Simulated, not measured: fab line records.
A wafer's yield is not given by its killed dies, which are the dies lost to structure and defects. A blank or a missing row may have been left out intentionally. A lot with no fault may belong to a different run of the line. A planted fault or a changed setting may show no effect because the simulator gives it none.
Which of the tools did it?	flow berkeley cmos170	13 lots, 39 wafers sampled, at 2 steps of a route of 331

WHAT THE GAUGES SHOWED, per wafer
UCB170_CONTACT_CD_MEAS_15: the cd target is 700 nm.
lot	measured	on	cd nm (nm)
L571	day 7 22:26	cd sem-02	698.0 698.2 700.7
L572	day 7 22:44	cd sem-02	701.4 701.8 701.5
L576	day 8 11:53	cd sem-02	747.4 747.7 746.3
L582	day 10 06:30	cd sem-01	700.3 701.3 701.3
L584	day 10 07:13	cd sem-02	700.3 700.9 700.4
L585	day 10 07:23	cd sem-02	700.3 701.1 701.4
L586	day 10 18:08	cd sem-02	701.1 700.3 701.0
L587	day 11 00:40	cd sem-02	699.8 700.0 699.3
L588	day 11 06:47	cd sem-01	700.0 698.4 699.1
L589	day 11 07:04	cd sem-01	700.0 701.0 701.5
L592	day 12 00:38	cd sem-01	697.4 698.1 699.4
L591	day 12 01:11	cd sem-01	699.6 700.3 701.4
L590	day 12 02:59	cd sem-01	702.3 701.0 701.5

TOOL THAT RAN EACH LOT (tool first, then ch and the chambers of the sampled wafers, then the start)
lot	UCB170_CONTACT_EXPOSE_12
L571	krf scanner-01 ch 0, day 7 22:01
L572	krf scanner-02 ch 0, day 7 22:21
L576	krf scanner-01 ch 0, day 8 11:26
L582	krf scanner-01 ch 0, day 10 06:04
L584	krf scanner-02 ch 0, day 10 06:20
L585	krf scanner-01 ch 0, day 10 06:34
L586	krf scanner-01 ch 0, day 10 17:35
L587	krf scanner-01 ch 0, day 11 00:16
L588	krf scanner-01 ch 0, day 11 05:51
L589	krf scanner-01 ch 0, day 11 06:14
L592	krf scanner-02 ch 0, day 12 00:05
L591	krf scanner-01 ch 0, day 12 00:30
L590	krf scanner-01 ch 0, day 12 02:20
- UCB170_CONTACT_EXPOSE_12: exposes mask CONT, target cd 700 nm.

WHAT THE TOOLS THEMSELVES READ (means of the sampled wafers that have a number; where no wafer has one, the mark that the record gives instead)
UCB170_CONTACT_EXPOSE_12.
lot	tool	exposure dose mJ cm2	stage vel mm s (mm/s)
L571	krf scanner-01	35.06	500.26
L572	krf scanner-02	35.04	500.27
L576	krf scanner-01	35.02	499.78
L582	krf scanner-01	35.03	499.99
L584	krf scanner-02	35.08	499.87
L585	krf scanner-01	35.00	500.39
L586	krf scanner-01	35.03	500.12
L587	krf scanner-01	35.05	499.90
L588	krf scanner-01	35.08	499.89
L589	krf scanner-01	35.08	499.92
L592	krf scanner-02	35.01	499.88
L591	krf scanner-01	35.07	500.08
L590	krf scanner-01	35.07	499.63

THE ANSWER, worked out from the rows above alone
Rule: the usual values come from the lots themselves. The widest of any qualifying gaps counts: lots, ordered by their means at a reading, are off when they make up no more than a third of the lots, leave a main group of 4 or more, and stand apart from it by 3 or more times the standard deviation of that group's means. A main group is skipped when, at the precision printed for the reading in the tables above, its means are all equal. Also off: a lot with no number at a reading for which 4 or more lots have one. All remaining lots with rows at the step are treated as sound. First the gauges in route order, then the tools' own readings, where a lot's mean is used as printed above. The first step at which some lot is off is used, and at that step the reading that is off furthest; a lot without a number counts as furthest.
Off at UCB170_CONTACT_CD_MEAS_15 (cd nm): L576. For the main group the mean is 700.3 nm and the standard deviation 1.
If a tool, at a process step before that reading, ran all the lots that are off and no sound lot after the first of them, it fits. Those tools and the gauges at UCB170_CONTACT_CD_MEAS_15 are tried in the same way. Not one of the candidates tried fits.

WHAT THE SIMULATOR PUT IN
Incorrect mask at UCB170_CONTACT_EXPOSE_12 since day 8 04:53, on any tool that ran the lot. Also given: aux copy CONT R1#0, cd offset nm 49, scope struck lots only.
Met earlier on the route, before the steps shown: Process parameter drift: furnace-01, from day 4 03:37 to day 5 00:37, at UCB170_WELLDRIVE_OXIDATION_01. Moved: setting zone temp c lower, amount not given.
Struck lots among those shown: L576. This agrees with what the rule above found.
